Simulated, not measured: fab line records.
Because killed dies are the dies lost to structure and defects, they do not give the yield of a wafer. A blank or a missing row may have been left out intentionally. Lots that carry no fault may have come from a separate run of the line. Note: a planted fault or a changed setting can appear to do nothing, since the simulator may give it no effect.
fab line records	flow ritCmos
record: lots: 14	wafers: 42	lastDay: 7
route steps=202 shown SDANNEAL@156 PSD@157 NSD@158 PLDD@159
lots that met no fault: from a run of the same line without faults
startH: hours from the record's opening day to when the first of the lot's shown wafers began	waitH: hours elapsed since this lot's preceding step	" unchanged from the row above	L1.1+2: several wafers, shown together as one row	- value missing, or start not given	* or withheld: withheld	< > ~ a bound
route shown NAME@n: NAME is a module with steps in the file, n the number in the route of the first one	usual: mean and standard deviation over wafers with no fault	same: alike in all rows	chamber/n: place in a boat	sites: the reading at each site	_std_site: the values' standard deviation	_edge_site: inner sites' mean taken away from outer sites' mean	radiusMm: how far each site lies from the wafer's centre	mask NAME#n: copy n	behind: the last tool/chamber to shape the wafer	hold: why the lot was held/for how many hours/how that ended	device: the transistor (n, p or np) that didn't switch	end of line: the same wafers' tests at the end of the route	a step given without rows: its recipe and nothing more	killed: the dies lost at the first sort to structure and to defects; this is not the yield of the wafer	map: per-die view of a wafer (x killed, . not killed, _ where there is no die)
set.NAME: the setting the step ran with; set.NAME@STEP: the setting that earlier step ran with	model.NAME: the simulator's own value behind a step, which no gauge read
route steps across a sampled set of lots; one table per step, one row per wafer
services: when a tool's chamber went out of use (startH, in hours from the record's first day, below 0 if earlier), for how many hours, and the reason
== steps ==
step: RIT_SDANNEAL_RTA_03
recipe: tempC: 1050	timeS: 5	idleTempC: 600	rampUpCPerS: 342	rampDownCPerS: 171	coolToC: 600	ambient: N2
usual: wafer_temp_C_max: 1053.5/1.1
lot.wafer	tool	chamber	startH	waitH	wafer_temp_C_max
L361.1	rtpAnneal-01	0	49.01	0.0	1053.6
L361.2	"	0	"	"	1053.0
L361.5	"	0	"	"	1054.7
L362.1	rtpAnneal-02	0	55.13	0.0	1052.3
L362.3	"	0	"	"	1053.0
L362.4	"	0	"	"	1052.2
L363.2	rtpAnneal-01	0	62.79	0.0	1053.2
L363.3	"	0	"	"	1052.7
L363.5	"	0	"	"	1052.7
L364.4	rtpAnneal-02	0	66.78	0.0	1052.6
L364.5	"	0	"	"	1053.9
L364.6	"	0	"	"	1054.5
L367.2	rtpAnneal-01	0	79.87	0.0	1052.5
L367.5	"	0	"	"	1055.1
L367.6	"	0	"	"	1054.3
L368.3	rtpAnneal-02	0	83.51	0.0	1053.6
L368.4	"	0	"	"	1053.1
L368.5	"	0	"	"	1054.5
L369.1	rtpAnneal-01	0	90.48	0.0	1054.2
L369.2	"	0	"	"	1052.6
L369.5	"	0	"	"	1053.3
L370.3	rtpAnneal-02	0	95.73	0.0	1054.9
L370.5	"	0	"	"	1054.9
L370.6	"	0	"	"	1053.7
L375.1	rtpAnneal-01	0	119.28	0.0	1052.2
L375.3	"	0	"	"	1052.0
L375.4	"	0	"	"	1052.8
L377.2	rtpAnneal-01	0	129.72	0.0	1054.3
L377.3	"	0	"	"	1054.9
L377.4	"	0	"	"	1054.8
L378.1	rtpAnneal-02	0	135.77	0.0	1016.1
L378.2	"	0	"	"	1014.7
L378.3	"	0	"	"	1015.4
L380.1	rtpAnneal-02	0	145.96	0.0	1014.5
L380.2	"	0	"	"	1012.3
L380.5	"	0	"	"	1013.4
L381.1	rtpAnneal-01	0	151.14	0.0	1055.3
L381.2	"	0	"	"	1053.8
L381.4	"	0	"	"	1054.3
L383.2	rtpAnneal-01	0	165.01	0.0	1055.7
L383.3	"	0	"	"	1054.5
L383.6	"	0	"	"	1052.2
step: RIT_SDANNEAL_RS_MEAS_04
recipe: thkMeasGauge: four-point-probe
usual: PSD_RS: 115.7/0.34
lot.wafer	tool	chamber	startH	waitH	PSD_RS[ohm/sq]
L361.1	filmMetro-02	-	49.06	0.0	115.8
L361.2	"	-	"	"	115.6
L361.5	"	-	"	"	116.1
L362.1	filmMetro-01	-	55.19	0.0	115.1
L362.3	"	-	"	"	115.0
L362.4	"	-	"	"	114.7
L363.2	filmMetro-02	-	62.86	0.1	116.0
L363.3	"	-	"	"	115.8
L363.5	"	-	"	"	115.6
L364.4	filmMetro-01	-	66.87	0.1	115.5
L364.5	"	-	"	"	115.4
L364.6	"	-	"	"	115.4
L367.2	filmMetro-03	-	79.94	0.1	115.5
L367.5	"	-	"	"	115.5
L367.6	"	-	"	"	115.7
L368.3	filmMetro-02	-	83.58	0.1	116.0
L368.4	"	-	"	"	115.6
L368.5	"	-	"	"	115.7
L369.1	filmMetro-02	-	90.54	0.0	115.6
L369.2	"	-	"	"	115.5
L369.5	"	-	"	"	115.8
L370.3	filmMetro-03	-	95.81	0.1	115.7
L370.5	"	-	"	"	115.4
L370.6	"	-	"	"	115.7
L375.1	filmMetro-03	-	119.33	0.0	115.9
L375.3	"	-	"	"	115.9
L375.4	"	-	"	"	116.5
L377.2	filmMetro-03	-	129.79	0.1	115.7
L377.3	"	-	"	"	116.0
L377.4	"	-	"	"	115.6
L378.1	filmMetro-02	-	135.83	0.0	143.7
L378.2	"	-	"	"	144.3
L378.3	"	-	"	"	143.9
L380.1	filmMetro-03	-	146.02	0.0	144.8
L380.2	"	-	"	"	145.0
L380.5	"	-	"	"	145.4
L381.1	filmMetro-01	-	151.20	0.0	115.9
L381.2	"	-	"	"	115.8
L381.4	"	-	"	"	115.6
L383.2	filmMetro-01	-	165.08	0.1	115.5
L383.3	"	-	"	"	116.0
L383.6	"	-	"	"	115.9
step: RIT_SDANNEAL_RS_MEAS_05
recipe: thkMeasGauge: four-point-probe
usual: NSD_RS: 84.4/0.35
lot.wafer	tool	chamber	startH	waitH	NSD_RS[ohm/sq]
L361.1	filmMetro-02	-	49.18	0.1	84.3
L361.2	"	-	"	"	84.2
L361.5	"	-	"	"	84.3
L362.1	filmMetro-01	-	55.31	0.1	84.3
L362.3	"	-	"	"	84.2
L362.4	"	-	"	"	84.1
L363.2	filmMetro-02	-	62.98	0.1	84.9
L363.3	"	-	"	"	84.5
L363.5	"	-	"	"	84.7
L364.4	filmMetro-01	-	66.99	0.1	84.1
L364.5	"	-	"	"	84.3
L364.6	"	-	"	"	84.3
L367.2	filmMetro-03	-	80.06	0.1	84.1
L367.5	"	-	"	"	84.5
L367.6	"	-	"	"	83.9
L368.3	filmMetro-02	-	83.70	0.1	84.1
L368.4	"	-	"	"	84.4
L368.5	"	-	"	"	84.5
L369.1	filmMetro-02	-	90.66	0.1	84.9
L369.2	"	-	"	"	84.8
L369.5	"	-	"	"	84.7
L370.3	filmMetro-03	-	95.93	0.1	84.4
L370.5	"	-	"	"	84.6
L370.6	"	-	"	"	84.9
L375.1	filmMetro-03	-	119.45	0.1	84.4
L375.3	"	-	"	"	84.2
L375.4	"	-	"	"	84.3
L377.2	filmMetro-03	-	129.91	0.1	84.6
L377.3	"	-	"	"	84.2
L377.4	"	-	"	"	84.9
L378.1	filmMetro-02	-	135.95	0.1	85.4
L378.2	"	-	"	"	85.3
L378.3	"	-	"	"	85.5
L380.1	filmMetro-03	-	146.14	0.1	86.1
L380.2	"	-	"	"	86.6
L380.5	"	-	"	"	86.4
L381.1	filmMetro-01	-	151.32	0.1	84.1
L381.2	"	-	"	"	84.2
L381.4	"	-	"	"	84.1
L383.2	filmMetro-01	-	165.20	0.1	84.8
L383.3	"	-	"	"	84.6
L383.6	"	-	"	"	84.6
step: RIT_SDANNEAL_RS_MEAS_06
recipe: thkMeasGauge: four-point-probe
usual: PLDD_RS: 178.3/0.51
lot.wafer	tool	chamber	startH	waitH	PLDD_RS[ohm/sq]
L361.1	filmMetro-02	-	49.30	0.1	178.4
L361.2	"	-	"	"	177.9
L361.5	"	-	"	"	178.0
L362.1	filmMetro-01	-	55.43	0.1	178.1
L362.3	"	-	"	"	177.6
L362.4	"	-	"	"	177.6
L363.2	filmMetro-02	-	63.10	0.1	179.4
L363.3	"	-	"	"	179.3
L363.5	"	-	"	"	178.9
L364.4	filmMetro-01	-	67.11	0.1	178.0
L364.5	"	-	"	"	177.7
L364.6	"	-	"	"	177.7
L367.2	filmMetro-03	-	80.18	0.1	178.2
L367.5	"	-	"	"	177.5
L367.6	"	-	"	"	177.7
L368.3	filmMetro-02	-	83.82	0.1	177.6
L368.4	"	-	"	"	177.5
L368.5	"	-	"	"	178.3
L369.1	filmMetro-02	-	90.78	0.1	177.4
L369.2	"	-	"	"	177.6
L369.5	"	-	"	"	177.5
L370.3	filmMetro-03	-	96.05	0.1	178.9
L370.5	"	-	"	"	178.0
L370.6	"	-	"	"	178.3
L375.1	filmMetro-03	-	119.57	0.1	179.1
L375.3	"	-	"	"	178.0
L375.4	"	-	"	"	179.2
L377.2	filmMetro-03	-	130.03	0.1	178.9
L377.3	"	-	"	"	178.6
L377.4	"	-	"	"	178.2
L378.1	filmMetro-02	-	136.07	0.1	214.6
L378.2	"	-	"	"	214.9
L378.3	"	-	"	"	214.1
L380.1	filmMetro-03	-	146.26	0.1	215.5
L380.2	"	-	"	"	215.7
L380.5	"	-	"	"	215.8
L381.1	filmMetro-01	-	151.44	0.1	178.2
L381.2	"	-	"	"	177.7
L381.4	"	-	"	"	178.0
L383.2	filmMetro-01	-	165.32	0.1	177.8
L383.3	"	-	"	"	178.3
L383.6	"	-	"	"	178.3
== services ==
tool	chamber	startH	hours	kind
rtpAnneal-01	-	142.21	6.5	pm
== key ==
firstSign: step: RIT_SDANNEAL_RTA_03	reading: wafer_temp_C_max	direction: down	sigmas: 36	usual: *	struck: *
effect: step: RIT_SDANNEAL_RS_MEAS_04	reading: PSD_RS	direction: up	sigmas: 85	usual: 115.7	struck: 144.5
effect: step: RIT_SDANNEAL_RS_MEAS_05	reading: NSD_RS	direction: up	sigmas: 4.2	usual: 84.4	struck: 85.9
effect: step: RIT_SDANNEAL_RS_MEAS_06	reading: PLDD_RS	direction: up	sigmas: 71	usual: 178.3	struck: 215.1
metAt RIT_SDANNEAL_RTA_03
struckLots L378,L380
testerLeftOut L378,L380
onsetBetween 95.73 135.77
fault: kind: processParameterDrift	tool: rtpAnneal-02	chamber: -	onsetH: 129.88	steps: RIT_SDANNEAL_RTA_03	channel: tempC	offset: *	shape: step	endH: 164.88	actsIn: *	stated: *
testerLeftOut: of these lots the tester's yield and bins aren't shown, on N5 and GAA mostly nor the transistor test; their killed dies are dies lost to structure and defects alone, not to doping, threshold or leakage, so they don't give the yield
